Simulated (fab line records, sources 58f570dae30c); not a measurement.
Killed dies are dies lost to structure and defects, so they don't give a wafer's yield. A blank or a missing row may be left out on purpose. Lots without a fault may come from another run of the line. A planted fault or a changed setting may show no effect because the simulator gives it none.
A sampling plan put to the test | flow berkeley_cmos170 | one fab line, 7 faults that these records tell of, each judged on the records of the lots that it struck; 2 more are left out, because the records don't allow judging them
The plan is the line's own looks: the steps of the route at which a gauge or an inspection reads the wafer and doesn't change it. A look can be judged if struck wafers have a number there and the file gives its usual mean and standard deviation on fault-free wafers. Caught: at a look after the fault's first step, the mean of the struck wafers lies 4 or more of those standard deviations (sigma) from the usual mean. On the tool: the same test on the tool's own readings at the fault's steps. Another recipe on the struck wafers, or a record that is blank for them alone, also counts as caught.

THE FAULTS, as the simulator had put them in
1. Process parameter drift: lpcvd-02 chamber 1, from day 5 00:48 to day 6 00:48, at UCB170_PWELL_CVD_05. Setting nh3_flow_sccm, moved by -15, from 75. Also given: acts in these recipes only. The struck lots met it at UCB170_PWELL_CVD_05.
2. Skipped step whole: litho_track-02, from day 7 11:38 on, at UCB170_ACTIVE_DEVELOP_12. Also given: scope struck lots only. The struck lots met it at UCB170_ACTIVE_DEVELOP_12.
3. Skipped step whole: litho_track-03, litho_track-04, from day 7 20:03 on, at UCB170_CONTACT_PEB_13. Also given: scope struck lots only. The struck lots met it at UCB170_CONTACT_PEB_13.
4. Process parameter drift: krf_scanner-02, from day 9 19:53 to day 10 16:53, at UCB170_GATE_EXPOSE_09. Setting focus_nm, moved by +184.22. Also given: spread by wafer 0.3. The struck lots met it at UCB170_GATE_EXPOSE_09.
5. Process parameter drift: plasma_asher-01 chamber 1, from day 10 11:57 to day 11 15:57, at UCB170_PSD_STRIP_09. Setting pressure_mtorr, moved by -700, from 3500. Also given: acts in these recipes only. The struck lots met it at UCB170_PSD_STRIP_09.
6. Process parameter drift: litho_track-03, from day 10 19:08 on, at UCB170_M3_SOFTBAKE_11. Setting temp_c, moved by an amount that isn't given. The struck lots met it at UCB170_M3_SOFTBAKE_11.
7. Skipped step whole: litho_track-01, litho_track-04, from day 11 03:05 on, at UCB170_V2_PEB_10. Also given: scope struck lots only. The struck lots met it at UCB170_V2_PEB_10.

WHAT THE PLAN SAW
fault | on the tool itself                               | first look that catches it     | reading, sigma        | median hours from its first step to that look | hours from the fault's start to the first struck lot there | judged looks passed uncaught
1     | nh3_flow_sccm -70 sigma                          | UCB170_PWELL_THK_MEAS_06       | PWELL_NITRIDE_THK -13 | 1.9                                           | 4                                                          | 0
2     | the tool's record is blank for the struck wafers | no look after it can be judged | -                     | -                                             | -                                                          | 0
3     | the tool's record is blank for the struck wafers | no look after it can be judged | -                     | -                                             | -                                                          | 0
4     | exposure_dose_mJ_cm2 -7.2 sigma                  | no look after it can be judged | -                     | -                                             | -                                                          | 0
5     | chamber_pressure_mTorr -99 or beyond sigma       | no look after it can be judged | -                     | -                                             | -                                                          | 0
6     | heater_power_total_W +65 sigma                   | UCB170_M3_CD_MEAS_15           | cd_nm -9.3            | 1.3                                           | 3                                                          | 0
7     | the tool's record is blank for the struck wafers | no look after it can be judged | -                     | -                                             | -                                                          | 0
A dash: the fault isn't caught, or these records don't give the number.

Caught at a look: 2 of 7. Caught on the tool: 7 of 7. By one or the other: 7 of 7.
Caught on the tool alone: faults 2, 3, 4, 5, 7.

THINNER SAMPLING
If the look that catches a fault measured only every second or every third lot, by lot number, the first struck lot would be measured this late in the worst case:
fault | struck lots at that look, in order of time | every lot | every second lot | every third lot
1     | L998, L997                                 | 4 h       | 4 h              | may miss all 2
6     | L353, L355, L356                           | 3 h       | 8 h              | may miss all 3
Hours are from the fault's start to the first struck lot that is measured. The limit of 4 sigma was tested on all struck wafers together, so one lot alone may lie under it. Other struck lots may not be in these records.

THE LONGEST TIMED WAY FROM STEP TO LOOK
Fault 1: a median of 1.9 hours passes between UCB170_PWELL_CVD_05 and UCB170_PWELL_THK_MEAS_06. No look between them can be judged.
